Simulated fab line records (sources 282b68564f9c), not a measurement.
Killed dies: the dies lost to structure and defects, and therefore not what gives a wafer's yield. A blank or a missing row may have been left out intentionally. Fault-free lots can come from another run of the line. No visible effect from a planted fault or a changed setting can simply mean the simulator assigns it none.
Shared-tool check || flow ritCmos || 13 lots, 42 wafers sampled

## WHAT PROMPTED THE OPENING
At RIT_M1_CD_MEAS_09 the reading cdNm is flagged on 1 of 13 lots. Fault-free wafers read 2600.4 nm, with a standard deviation of 2.4.
Rule: a lot is flagged in two cases, either no wafer of it has a number, or all its wafers with numbers fall more than 4 standard deviations from that mean. The rest of the lots are taken to be sound.

{"lot": "L957", "measured": "day 3 10:52", "on": "cdSem-02", "cdNm (nm), wafer by wafer": "2603.1 2602.4 2604.0", "flag": ""}
{"lot": "L958", "measured": "day 3 13:14", "on": "cdSem-02", "cdNm (nm), wafer by wafer": "2598.7 2600.8 2599.3", "flag": ""}
{"lot": "L959", "measured": "day 3 22:28", "on": "cdSem-01", "cdNm (nm), wafer by wafer": "2598.5 2598.8 2599.5", "flag": ""}
{"lot": "L960", "measured": "day 4 01:22", "on": "cdSem-02", "cdNm (nm), wafer by wafer": "2600.8 2602.0 2599.8", "flag": ""}
{"lot": "L962", "measured": "day 4 09:26", "on": "cdSem-02", "cdNm (nm), wafer by wafer": "2598.2 2598.5 2597.2", "flag": ""}
{"lot": "L964", "measured": "day 4 17:54", "on": "cdSem-01", "cdNm (nm), wafer by wafer": "2601.9 2600.2 2602.7", "flag": ""}
{"lot": "L965", "measured": "day 5 02:50", "on": "cdSem-02", "cdNm (nm), wafer by wafer": "2248.6 2248.3 2249.2 2248.6 2248.4 2249.2", "flag": "FLAGGED"}
{"lot": "L975", "measured": "day 7 05:55", "on": "cdSem-01", "cdNm (nm), wafer by wafer": "2596.0 2597.5 2598.8", "flag": ""}
{"lot": "L976", "measured": "day 7 07:58", "on": "cdSem-02", "cdNm (nm), wafer by wafer": "2603.3 2604.4 2606.0", "flag": ""}
{"lot": "L977", "measured": "day 7 15:30", "on": "cdSem-02", "cdNm (nm), wafer by wafer": "2601.1 2600.8 2597.0", "flag": ""}
{"lot": "L978", "measured": "day 7 17:08", "on": "cdSem-01", "cdNm (nm), wafer by wafer": "2600.6 2599.0 2597.7", "flag": ""}
{"lot": "L979", "measured": "day 8 03:18", "on": "cdSem-02", "cdNm (nm), wafer by wafer": "2603.0 2604.3 2601.2", "flag": ""}
{"lot": "L980", "measured": "day 8 07:56", "on": "cdSem-01", "cdNm (nm), wafer by wafer": "2597.6 2597.9 2597.6", "flag": ""}
The numbers of the flagged lots are 2248.7 nm on average: -351.7 nm against the usual, or -99 or more standard deviations.

## WHICH TOOL EACH LOT WENT THROUGH
The record holds 1 process step before the reading, out of a route of 202 steps. Cell contents, in order: the tool; ch with the chambers the sampled wafers went through; the start.
{"lot": "L957", "flag": "", "RIT_M1_EXPOSE_06": "ilineStepper-01 ch 0, day 3 10:26"}
{"lot": "L958", "flag": "", "RIT_M1_EXPOSE_06": "ilineStepper-01 ch 0, day 3 12:49"}
{"lot": "L959", "flag": "", "RIT_M1_EXPOSE_06": "ilineStepper-01 ch 0, day 3 21:57"}
{"lot": "L960", "flag": "", "RIT_M1_EXPOSE_06": "ilineStepper-01 ch 0, day 4 00:56"}
{"lot": "L962", "flag": "", "RIT_M1_EXPOSE_06": "ilineStepper-01 ch 0, day 4 09:00"}
{"lot": "L964", "flag": "", "RIT_M1_EXPOSE_06": "ilineStepper-02 ch 0, day 4 17:28"}
{"lot": "L965", "flag": "FLAGGED", "RIT_M1_EXPOSE_06": "ilineStepper-01 ch 0, day 5 02:25"}
{"lot": "L975", "flag": "", "RIT_M1_EXPOSE_06": "ilineStepper-02 ch 0, day 7 05:23"}
{"lot": "L976", "flag": "", "RIT_M1_EXPOSE_06": "ilineStepper-01 ch 0, day 7 07:32"}
{"lot": "L977", "flag": "", "RIT_M1_EXPOSE_06": "ilineStepper-02 ch 0, day 7 15:04"}
{"lot": "L978", "flag": "", "RIT_M1_EXPOSE_06": "ilineStepper-01 ch 0, day 7 16:43"}
{"lot": "L979", "flag": "", "RIT_M1_EXPOSE_06": "ilineStepper-02 ch 0, day 8 02:52"}
{"lot": "L980", "flag": "", "RIT_M1_EXPOSE_06": "ilineStepper-01 ch 0, day 8 07:29"}
What these steps do:
- RIT_M1_EXPOSE_06: exposes mask M12, target cd 2600 nm.
- RIT_M1_CD_MEAS_09: target cd 2600 nm.

## FLAGGED OVER TOTAL, TOOL BY TOOL (the gauges that took the reading come last)
{"step": "RIT_M1_EXPOSE_06", "tool": "ilineStepper-01", "lots run": 9, "flagged": 1, "share of the flagged lots": "all", "sound lots run after its first flagged lot": "3 (L976,L978,L980)"}
{"step": "RIT_M1_EXPOSE_06", "tool": "ilineStepper-02", "lots run": 4, "flagged": 0, "share of the flagged lots": "none", "sound lots run after its first flagged lot": "-"}
{"step": "RIT_M1_CD_MEAS_09", "tool": "cdSem-01", "lots run": 5, "flagged": 0, "share of the flagged lots": "none", "sound lots run after its first flagged lot": "-"}
{"step": "RIT_M1_CD_MEAS_09", "tool": "cdSem-02", "lots run": 8, "flagged": 1, "share of the flagged lots": "all", "sound lots run after its first flagged lot": "3 (L976,L977,L979)"}

## WHAT THE TABLE PERMITS
Rows of the table that ran all the flagged lots, 2 in number: ilineStepper-01 at RIT_M1_EXPOSE_06; cdSem-02 at RIT_M1_CD_MEAS_09.
- ilineStepper-01 at RIT_M1_EXPOSE_06: 1 of its 9 lots flagged. Lots that were sound ran on it after the first flagged one (L976, L978, L980); a persistent fault on the entire tool would not allow that.
- cdSem-02 at RIT_M1_CD_MEAS_09: 1 of its 8 lots flagged. Lots that were sound ran on it after the first flagged one (L976, L977, L979); a persistent fault on the entire tool would not allow that.
There is no row in the table that ran each flagged lot and no sound lot after the first.

## WHAT THE SIMULATOR HAD INSERTED
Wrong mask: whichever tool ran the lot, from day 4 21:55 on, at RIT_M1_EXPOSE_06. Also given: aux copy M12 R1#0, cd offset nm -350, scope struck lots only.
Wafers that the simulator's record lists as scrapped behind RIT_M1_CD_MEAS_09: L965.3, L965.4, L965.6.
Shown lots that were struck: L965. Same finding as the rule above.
